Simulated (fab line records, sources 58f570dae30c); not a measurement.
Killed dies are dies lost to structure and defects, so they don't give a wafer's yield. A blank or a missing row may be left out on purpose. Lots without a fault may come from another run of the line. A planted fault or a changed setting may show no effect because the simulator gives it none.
fab line records | flow berkeley_cmos170 | part 1 of 2: steps 1 to 27 of 39
record lots=5 wafers=15 last_day=12
route steps=331 shown ACTIVE@67 PFIELD@79 FIELD@89 SACOX@97 SCREENOX@100 NVT@104
lots that met no fault: from a run of the same line without faults
start_h: hours from the record's first day to the start of the lot's first wafer shown | wait_h: hours since the lot's step before | " the same as in the row above | L1.1+2: a row that stands for several wafers | - no value, or no start given | * or withheld: withheld | < > ~ a bound
route shown NAME@n: a module of which the file shows steps, and the number in the route of the first | usual: mean/standard deviation of fault-free wafers | same: alike in all rows | chamber/n: place in a boat | sites: the reading at each site | _std_site: their standard deviation | _edge_site: outer sites' mean less inner sites' | radius_mm: how far each site lies from the wafer's centre | mask NAME#n: copy n | behind: the tool/chamber that last shaped the wafer | hold: why the lot was held/for how many hours/how that ended | device: the transistor (n, p or np) that didn't switch | end of line: the same wafers' tests at the end of the route | a step without rows: its recipe alone | killed: dies lost to structure and defects at the first sort, not the wafer's yield | map: a wafer's dies, x killed, . not, _ none there
set.NAME: the setting as run; set.NAME@STEP: as run at that earlier step | model.NAME: the simulator's own value behind a step, which no gauge read
lots at some steps of the route; a table a step, a row a wafer
services: from which hour (start_h, from the record's first day; less than 0 if before it) a tool's chamber was out of use, for how many hours, and why
## steps
# step UCB170_ACTIVE_HMDS_07
# recipe prime_time_s=60 prime_temp_c=100
# usual chill_plate_temp_C=23.02/0.11
# columns lot.wafer tool chamber start_h wait_h chill_plate_temp_C
L080.1 litho_track-04 0 125.35 0.1 23.06
L080.3 " 0 " " 23.05
L080.5 " 0 " " 23.10
L083.2 litho_track-04 0 138.24 0.6 22.97
L083.3 " 0 " " 22.99
L083.4 " 0 " " 22.96
L088.2 litho_track-03 0 159.56 0.2 23.24
L088.4 " 0 " " 23.24
L088.6 " 0 " " 23.28
L093.2 litho_track-03 0 192.48 0.3 23.03
L093.4 " 0 " " 22.80
L093.6 " 0 " " 23.11
L094.1 litho_track-02 0 192.65 0.4 22.97
L094.2 " 0 " " 22.81
L094.4 " 0 " " 23.02
# step UCB170_ACTIVE_COAT_08
# recipe resist=KrF spin_rpm=1500 resist_thk_nm=900
# usual chill_plate_temp_C=22.96/0.11
# columns lot.wafer tool chamber start_h wait_h chill_plate_temp_C
L080.1 litho_track-04 0 125.50 0.1 23.20
L080.3 " 0 " " 22.92
L080.5 " 0 " " 23.07
L083.2 litho_track-04 0 138.39 0.1 23.02
L083.3 " 0 " " 22.93
L083.4 " 0 " " 22.96
L088.2 litho_track-03 0 159.71 0.1 23.02
L088.4 " 0 " " 23.17
L088.6 " 0 " " 23.06
L093.2 litho_track-03 0 192.63 0.1 22.86
L093.4 " 0 " " 22.84
L093.6 " 0 " " 22.92
L094.1 litho_track-02 0 192.80 0.1 23.02
L094.2 " 0 " " 23.07
L094.4 " 0 " " 23.08
# step UCB170_ACTIVE_SOFTBAKE_09
# recipe resist=KrF temp_c=130 time_s=60
# usual chill_plate_temp_C=22.99/0.1
# columns lot.wafer tool chamber start_h wait_h chill_plate_temp_C
L080.1 litho_track-04 0 125.65 0.1 22.93
L080.3 " 0 " " 23.08
L080.5 " 0 " " 23.12
L083.2 litho_track-04 0 138.54 0.1 23.10
L083.3 " 0 " " 23.14
L083.4 " 0 " " 23.10
L088.2 litho_track-03 0 159.86 0.1 22.96
L088.4 " 0 " " 23.01
L088.6 " 0 " " 22.96
L093.2 litho_track-03 0 192.78 0.1 22.94
L093.4 " 0 " " 22.82
L093.6 " 0 " " 22.89
L094.1 litho_track-02 0 192.95 0.1 23.07
L094.2 " 0 " " 23.10
L094.4 " 0 " " 23.19
# step UCB170_ACTIVE_EXPOSE_10
# recipe mask_id=ACTIVE target_cd_nm=1200 na=0.5 sigma_outer=0.6 source_shape=conventional dose_mj=20
# columns lot.wafer tool chamber start_h wait_h mask
L080.1+3+5 krf_scanner-01 0 125.80 0.1 ACTIVE#0
L083.2+3+4 krf_scanner-02 0 138.68 0.1 ACTIVE#0
L088.2+4+6 krf_scanner-01 0 160.27 0.4 ACTIVE#0
L093.2+4+6 krf_scanner-02 0 193.15 0.3 ACTIVE#0
L094.1+2+4 krf_scanner-01 0 193.49 0.5 ACTIVE#0
# step UCB170_ACTIVE_PEB_11
# recipe peb_temp_c=130 peb_time_s=withheld resist=KrF
# usual chill_plate_temp_C=23.01/0.1
# columns lot.wafer tool chamber start_h wait_h chill_plate_temp_C
L080.1 litho_track-04 0 125.91 0.1 23.07
L080.3 " 0 " " 23.15
L080.5 " 0 " " 22.97
L083.2 litho_track-04 0 138.96 0.3 22.96
L083.3 " 0 " " 23.20
L083.4 " 0 " " 23.08
L088.2 litho_track-03 0 160.46 0.2 22.86
L088.4 " 0 " " 22.94
L088.6 " 0 " " 22.95
L093.2 litho_track-03 0 193.66 0.5 23.16
L093.4 " 0 " " 23.04
L093.6 " 0 " " 23.19
L094.1 litho_track-04 0 194.27 0.8 22.99
L094.2 " 0 " " 22.86
L094.4 " 0 " " 22.83
# step UCB170_ACTIVE_DEVELOP_12
# recipe developer=TMAH develop_time_s=45 resist=KrF dev_temp_c=21
# usual chill_plate_temp_C=23.01/0.1
# columns lot.wafer tool chamber start_h wait_h chill_plate_temp_C
L080.1 litho_track-04 0 - - 22.93
L080.3 " 0 " " 23.03
L080.5 " 0 " " 22.85
L083.2 litho_track-04 0 - - 23.22
L083.3 " 0 " " 23.20
L083.4 " 0 " " 23.17
L088.2 litho_track-03 0 - - 22.92
L088.4 " 0 " " 22.82
L088.6 " 0 " " 23.12
L093.2 litho_track-03 0 - - 23.06
L093.4 " 0 " " 22.93
L093.6 " 0 " " 23.05
L094.1 litho_track-04 0 - - 22.99
L094.2 " 0 " " 23.04
L094.4 " 0 " " 23.08
# step UCB170_ACTIVE_CD_MEAS_13
# recipe target_cd_nm=1200
# usual cd_nm=1200.3/1.3
# columns lot.wafer tool chamber start_h wait_h cd_nm
L080.1 cd_sem-01 - 126.19 - 1202.0
L080.3 " - " " 1201.8
L080.5 " - " " 1203.1
L083.2 cd_sem-01 - 139.24 - 1199.5
L083.3 " - " " 1199.9
L083.4 " - " " 1200.3
L088.2 cd_sem-02 - 160.73 - 1200.2
L088.4 " - " " 1198.5
L088.6 " - " " 1199.0
L093.2 cd_sem-02 - 193.96 - 1199.4
L093.4 " - " " 1201.4
L093.6 " - " " 1198.2
L094.1 cd_sem-01 - 194.55 - 1201.0
L094.2 " - " " 1201.0
L094.4 " - " " 1199.5
# step UCB170_ACTIVE_OVL_MEAS_14
# usual ACTIVE_OVL=0/5.4
# columns lot.wafer tool chamber start_h wait_h ACTIVE_OVL[nm]
L080.1 overlay-01 - 126.31 0.1 7
L080.3 " - " " 8
L080.5 " - " " 5
L083.2 overlay-02 - 139.35 0.1 -10
L083.3 " - " " -8
L083.4 " - " " -9
L088.2 overlay-02 - 160.83 0.1 4
L088.4 " - " " -1
L088.6 " - " " 5
L093.2 overlay-02 - 194.07 0.1 6
L093.4 " - " " 9
L093.6 " - " " -2
L094.1 overlay-01 - 194.67 0.1 -3
L094.2 " - " " 7
L094.4 " - " " 13
# step UCB170_ACTIVE_ETCH_15
# recipe chemistry=CH3F/Ar/O2 target=Si3N4 stop_on=SiO2 CH3F_flow_sccm=20 Ar_flow_sccm=50 O2_flow_sccm=7 pressure_mtorr=50 rf_w=450 target_depth_a=2420 over_etch_frac=0.1 time_s=151
# usual drypump_motor_current_A=5.8/0.6 oes_product_au=0.937/0.014 throttle_valve_pct=8.01/0.08
# columns lot.wafer tool chamber start_h wait_h drypump_motor_current_A oes_product_au rf_hours_counter_h throttle_valve_pct
L080.1 rie_diel-04 1 126.34 0.0 6.3 0.933 10 8.01
L080.3 " 3 " " 5.9 0.922 12 8.01
L080.5 " 1 " " 6.3 0.925 - 8.01
L083.2 rie_diel-04 0 139.38 0.0 5.8 0.944 150 7.95
L083.3 " 2 " " 6.2 0.959 81 7.89
L083.4 " 1 " " 6.3 0.943 10 8.01
L088.2 rie_diel-04 0 160.86 0.0 5.8 0.931 151 7.94
L088.4 " 0 " " 5.8 0.930 - 7.95
L088.6 " 3 " " 5.9 0.932 - 8.01
L093.2 rie_diel-04 3 194.10 0.0 5.9 0.934 15 8.01
L093.4 " 1 " " 6.3 0.936 14 8.01
L093.6 " 1 " " 6.3 0.937 - 8.01
L094.1 rie_diel-03 2 194.70 0.0 6.6 0.954 116 8.08
L094.2 " 1 " " 4.9 0.930 18 7.83
L094.4 " 3 " " 4.9 0.953 48 8.03
# step UCB170_ACTIVE_STRIP_16
# recipe chemistry=O2 power_w=400 pressure_mtorr=3500 platen_temp_c=withheld o2_flow_sccm=400 overash_fraction=0.5
# usual drypump_motor_current_A=6.05/0.28 oes_product_au=0.721/0.004 strip_time_to_endpoint_s=18.15/0.13
# columns lot.wafer tool chamber start_h wait_h drypump_motor_current_A oes_product_au rf_hours_counter_h strip_time_to_endpoint_s
L080.1 plasma_asher-04 1 126.45 0.1 5.90 0.721 41 18.03
L080.3 " 1 " " 5.88 0.725 - 18.17
L080.5 " 1 " " 5.81 0.726 - 17.93
L083.2 plasma_asher-04 0 139.48 0.1 6.21 0.725 42 18.13
L083.3 " 0 " " 6.20 0.722 - 18.08
L083.4 " 1 " " 5.87 0.718 - 17.92
L088.2 plasma_asher-04 1 160.96 0.1 5.90 0.715 44 18.08
L088.4 " 1 " " 5.88 0.719 - 18.05
L088.6 " 0 " " 6.23 0.725 - 18.07
L093.2 plasma_asher-03 0 194.20 0.1 5.65 0.718 37 18.06
L093.4 " 1 " " 5.75 0.724 - 17.84
L093.6 " 1 " " 5.76 0.730 - 17.76
L094.1 plasma_asher-02 0 194.80 0.1 6.57 0.720 9 18.03
L094.2 " 1 " " 6.09 0.724 9 18.14
L094.4 " 1 " " 6.08 0.723 - 18.10
# step UCB170_ACTIVE_CD_MEAS_90
# recipe target_cd_nm=1200
# usual cd_nm=1200.4/1.3
# columns lot.wafer tool chamber start_h wait_h cd_nm
L080.1 cd_sem-01 - 126.55 0.1 1202.0
L080.3 " - " " 1201.4
L080.5 " - " " 1202.8
L083.2 cd_sem-01 - 139.60 0.1 1199.4
L083.3 " - " " 1200.1
L083.4 " - " " 1200.4
L088.2 cd_sem-01 - 161.08 0.1 1199.9
L088.4 " - " " 1198.8
L088.6 " - " " 1198.9
L093.2 cd_sem-01 - 194.32 0.1 1199.8
L093.4 " - " " 1200.9
L093.6 " - " " 1197.7
L094.1 cd_sem-01 - 194.90 0.1 1201.6
L094.2 " - " " 1200.7
L094.4 " - " " 1200.3
# step UCB170_ACTIVE_CLEAN_17
# recipe chemistry=SPM temp_c=120 time_s=600
# columns lot.wafer tool chamber start_h wait_h
L080.1+3+5 wet_bench-02 0 126.67 0.1
L083.2+3+4 wet_bench-04 0 141.03 1.4
L088.2+4+6 wet_bench-03 0 161.71 0.6
L093.2+4+6 wet_bench-03 2 194.71 0.4
L094.1+2+4 wet_bench-03 1 195.06 0.1
# step UCB170_PFIELD_HMDS_00
# recipe prime_time_s=60 prime_temp_c=100
# usual chill_plate_temp_C=22.99/0.11
# columns lot.wafer tool chamber start_h wait_h chill_plate_temp_C
L080.1 litho_track-01 0 126.84 0.0 22.98
L080.3 " 0 " " 22.97
L080.5 " 0 " " 23.20
L083.2 litho_track-04 0 141.80 0.6 23.06
L083.3 " 0 " " 23.16
L083.4 " 0 " " 23.09
L088.2 litho_track-04 0 162.36 0.5 22.96
L088.4 " 0 " " 23.14
L088.6 " 0 " " 23.13
L093.2 litho_track-02 0 195.30 0.4 22.90
L093.4 " 0 " " 22.93
L093.6 " 0 " " 22.87
L094.1 litho_track-04 0 195.82 0.6 22.91
L094.2 " 0 " " 22.89
L094.4 " 0 " " 22.83
# step UCB170_PFIELD_COAT_01
# recipe resist=KrF spin_rpm=1500 resist_thk_nm=900
# usual chill_plate_temp_C=23.01/0.1
# columns lot.wafer tool chamber start_h wait_h chill_plate_temp_C
L080.1 litho_track-01 0 126.99 0.1 23.07
L080.3 " 0 " " 23.00
L080.5 " 0 " " 23.11
L083.2 litho_track-04 0 141.95 0.1 23.06
L083.3 " 0 " " 23.04
L083.4 " 0 " " 22.96
L088.2 litho_track-04 0 162.51 0.1 23.08
L088.4 " 0 " " 23.08
L088.6 " 0 " " 23.02
L093.2 litho_track-02 0 195.45 0.1 23.01
L093.4 " 0 " " 23.06
L093.6 " 0 " " 22.89
L094.1 litho_track-04 0 195.97 0.1 23.05
L094.2 " 0 " " 23.03
L094.4 " 0 " " 23.08
# step UCB170_PFIELD_SOFTBAKE_02
# recipe resist=KrF temp_c=130 time_s=60
# usual chill_plate_temp_C=22.99/0.12
# columns lot.wafer tool chamber start_h wait_h chill_plate_temp_C
L080.1 litho_track-01 0 127.14 0.1 23.26
L080.3 " 0 " " 23.18
L080.5 " 0 " " 23.06
L083.2 litho_track-04 0 142.10 0.1 22.89
L083.3 " 0 " " 22.94
L083.4 " 0 " " 23.00
L088.2 litho_track-04 0 162.66 0.1 23.21
L088.4 " 0 " " 23.21
L088.6 " 0 " " 23.06
L093.2 litho_track-02 0 195.60 0.1 23.15
L093.4 " 0 " " 22.92
L093.6 " 0 " " 22.97
L094.1 litho_track-04 0 196.12 0.1 23.08
L094.2 " 0 " " 23.10
L094.4 " 0 " " 22.74
# step UCB170_PFIELD_EXPOSE_03
# recipe mask_id=PFIELD na=0.5 sigma_outer=0.6 source_shape=conventional target_cd_nm=1500 dose_mj=30
# columns lot.wafer tool chamber start_h wait_h mask
L080.1+3+5 krf_scanner-02 0 127.67 0.5 PFIELD#0
L083.2+3+4 krf_scanner-01 0 142.52 0.4 PFIELD#0
L088.2+4+6 krf_scanner-02 0 163.05 0.4 PFIELD#0
L093.2+4+6 krf_scanner-02 0 195.74 0.1 PFIELD#0
L094.1+2+4 krf_scanner-02 0 196.41 0.3 PFIELD#0
# step UCB170_PFIELD_PEB_04
# recipe peb_temp_c=130 peb_time_s=withheld resist=KrF
# usual chill_plate_temp_C=23.00/0.11
# columns lot.wafer tool chamber start_h wait_h chill_plate_temp_C
L080.1 litho_track-01 0 127.79 0.1 22.86
L080.3 " 0 " " 23.03
L080.5 " 0 " " 23.12
L083.2 litho_track-01 0 143.02 0.5 22.93
L083.3 " 0 " " 22.96
L083.4 " 0 " " 22.99
L088.2 litho_track-04 0 163.53 0.5 22.85
L088.4 " 0 " " 22.92
L088.6 " 0 " " 22.89
L093.2 litho_track-04 0 196.30 0.5 22.99
L093.4 " 0 " " 22.99
L093.6 " 0 " " 22.90
L094.1 litho_track-01 0 197.22 0.8 23.02
L094.2 " 0 " " 23.04
L094.4 " 0 " " 23.13
# step UCB170_PFIELD_DEVELOP_05
# recipe developer=TMAH develop_time_s=45 resist=KrF dev_temp_c=21
# usual chill_plate_temp_C=22.99/0.1
# columns lot.wafer tool chamber start_h wait_h chill_plate_temp_C
L080.1 litho_track-01 0 - - 23.08
L080.3 " 0 " " 23.08
L080.5 " 0 " " 22.97
L083.2 litho_track-01 0 - - 23.06
L083.3 " 0 " " 23.14
L083.4 " 0 " " 22.97
L088.2 litho_track-04 0 - - 23.07
L088.4 " 0 " " 23.10
L088.6 " 0 " " 23.05
L093.2 litho_track-04 0 - - 23.26
L093.4 " 0 " " 23.05
L093.6 " 0 " " 23.17
L094.1 litho_track-01 0 - - 22.87
L094.2 " 0 " " 23.00
L094.4 " 0 " " 23.04
# step UCB170_PFIELD_OVL_MEAS_06
# usual PFIELD_OVL=-3/6.3
# columns lot.wafer tool chamber start_h wait_h PFIELD_OVL[nm]
L080.1 overlay-01 - 128.08 - -6
L080.3 " - " " -4
L080.5 " - " " -11
L083.2 overlay-02 - 143.30 - -8
L083.3 " - " " -1
L083.4 " - " " -9
L088.2 overlay-02 - 163.79 - -6
L088.4 " - " " -13
L088.6 " - " " -14
L093.2 overlay-01 - 196.55 - -8
L093.4 " - " " -6
L093.6 " - " " -7
L094.1 overlay-01 - 197.50 - -1
L094.2 " - " " 0
L094.4 " - " " 0
# step UCB170_PFIELD_IMPLANT_07
# recipe species=B dose_cm2=2e+13 energy_kev=80 tilt_deg=7
# usual beam_on_s=10.00/0.2
# columns lot.wafer tool chamber start_h wait_h beam_on_s
L080.1 implanter-04 0 128.11 0.0 9.72
L080.3 " 0 " " 9.73
L080.5 " 0 " " 9.86
L083.2 implanter-01 0 143.36 0.0 10.07
L083.3 " 0 " " 9.97
L083.4 " 0 " " 10.16
L088.2 implanter-01 0 163.85 0.0 10.14
L088.4 " 0 " " 10.06
L088.6 " 0 " " 9.84
L093.2 implanter-01 0 196.61 0.0 10.22
L093.4 " 0 " " 9.93
L093.6 " 0 " " 10.01
L094.1 implanter-02 0 197.53 0.0 10.32
L094.2 " 0 " " 10.12
L094.4 " 0 " " 9.80
# step UCB170_PFIELD_STRIP_08
# recipe chemistry=O2 power_w=400 pressure_mtorr=3500 platen_temp_c=withheld o2_flow_sccm=400 overash_fraction=0.5
# usual drypump_motor_current_A=5.6/0.36 oes_product_au=0.734/0.0047 strip_time_to_endpoint_s=21.62/0.065
# columns lot.wafer tool chamber start_h wait_h drypump_motor_current_A oes_product_au rf_hours_counter_h strip_time_to_endpoint_s
L080.1 plasma_asher-01 1 128.26 0.1 5.1 0.736 42 21.66
L080.3 " 1 " " 5.2 0.739 - 21.64
L080.5 " 1 " " 5.2 0.735 - 21.63
L083.2 plasma_asher-01 0 143.48 0.1 5.2 0.732 43 21.62
L083.3 " 0 " " 5.2 0.734 - 21.64
L083.4 " 1 " " 5.1 0.734 - 21.57
L088.2 plasma_asher-03 1 163.97 0.1 5.7 0.734 33 21.64
L088.4 " 0 " " 5.7 0.732 - 21.63
L088.6 " 0 " " 5.7 0.727 - 21.66
L093.2 plasma_asher-01 0 196.73 0.1 5.2 0.735 49 21.67
L093.4 " 0 " " 5.2 0.735 - 21.73
L093.6 " 1 " " 5.1 0.722 - 21.72
L094.1 plasma_asher-04 1 197.68 0.1 5.9 0.733 49 21.63
L094.2 " 0 " " 6.2 0.733 49 21.69
L094.4 " 1 " " 5.9 0.729 - 21.65
# step UCB170_PFIELD_TW_MEAS_09
# usual PFIELD_TW=600/3.8
# columns lot.wafer tool chamber start_h wait_h PFIELD_TW
L080.1 film_metro-03 - 128.36 0.1 600
L080.3 " - " " 602
L080.5 " - " " 600
L083.2 film_metro-03 - 143.59 0.1 602
L083.3 " - " " 602
L083.4 " - " " 606
L088.2 film_metro-01 - 164.08 0.1 596
L088.4 " - " " 598
L088.6 " - " " 601
L093.2 film_metro-03 - 196.84 0.1 596
L093.4 " - " " 596
L093.6 " - " " 594
L094.1 film_metro-01 - 197.78 0.1 595
L094.2 " - " " 595
L094.4 " - " " 595
# step UCB170_FIELD_CLEAN_00
# recipe chemistry=dHF dilution=25:1 time_s=7.5
# columns lot.wafer tool chamber start_h wait_h
L080.1+3+5 wet_bench-04 1 128.42 0.1
L083.2+3+4 wet_bench-04 2 143.64 0.0
L088.2+4+6 wet_bench-04 2 164.81 0.7
L093.2+4+6 wet_bench-04 3 196.89 0.0
L094.1+2+4 wet_bench-02 1 197.84 0.1
# step UCB170_FIELD_OXIDATION_01
# recipe temp_c=1000 ambient=H2O p_h2o_torr=584.62 target_thk_a=5583 ox_time_s=7200
# usual zone_power_centre_pct=43.7/2
# columns lot.wafer tool chamber start_h wait_h zone_power_centre_pct
L080.1 furnace-04 0 131.43 3.0 47.0
L080.3 " 0 " " 47.4
L080.5 " 0 " " 46.8
L083.2 furnace-04 0 147.28 3.6 47.0
L083.3 " 0 " " 48.5
L083.4 " 0 " " 47.2
L088.2 furnace-02 0 166.09 1.3 43.3
L088.4 " 0 " " 42.6
L088.6 " 0 " " 42.3
L093.2 furnace-02 0 200.17 3.3 42.4
L093.4 " 0 " " 42.2
L093.6 " 0 " " 42.5
L094.1 furnace-02 0 200.17 2.3 42.6
L094.2 " 0 " " 42.4
L094.4 " 0 " " 43.1
# step UCB170_FIELD_THK_MEAS_02
# recipe reads=SiO2_of_FIELD_OXIDATION_01
# usual FIELD_OXIDE_THK=552/11
# columns lot.wafer tool chamber start_h wait_h FIELD_OXIDE_THK[nm]
L080.1 film_metro-03 - 134.43 0.0 557
L080.3 " - " " 559
L080.5 " - " " 564
L083.2 film_metro-03 - 150.29 0.0 555
L083.3 " - " " 558
L083.4 " - " " 558
L088.2 film_metro-01 - 169.15 0.1 548
L088.4 " - " " 550
L088.6 " - " " 550
L093.2 film_metro-02 - 203.18 0.0 533
L093.4 " - " " 540
L093.6 " - " " 534
L094.1 film_metro-02 - 203.23 0.1 538
L094.2 " - " " 544
L094.4 " - " " 541
# step UCB170_FIELD_ANNEAL_03
# recipe temp_c=1000 time_s=1200 ambient=N2
# usual zone_power_centre_pct=45.3/2.5
# columns lot.wafer tool chamber start_h wait_h zone_power_centre_pct
L080.1 furnace-02 0 139.42 5.0 43.4
L080.3 " 0 " " 42.9
L080.5 " 0 " " 42.4
L083.2 furnace-01 0 154.80 4.5 42.0
L083.3 " 0 " " 41.7
L083.4 " 0 " " 42.7
L088.2 furnace-02 0 171.69 2.5 42.7
L088.4 " 0 " " 43.2
L088.6 " 0 " " 42.9
L093.2 furnace-04 0 206.30 3.1 47.9
L093.4 " 0 " " 47.5
L093.6 " 0 " " 47.3
L094.1 furnace-04 0 206.30 3.1 48.1
L094.2 " 0 " " 47.3
L094.4 " 0 " " 47.3
# step UCB170_FIELD_WET_ETCH_04
# recipe chemistry=dHF dilution=10:1 target=SiO2 temp_c=25 time_s=60
# columns lot.wafer tool chamber start_h wait_h
L080.1+3+5 wet_bench-01 0 140.75 0.0
L083.2+3+4 wet_bench-01 0 156.14 0.0
L088.2+4+6 wet_bench-01 0 173.02 0.0
L093.2+4+6 wet_bench-01 2 207.64 0.0
L094.1+2+4 wet_bench-01 1 207.64 0.0
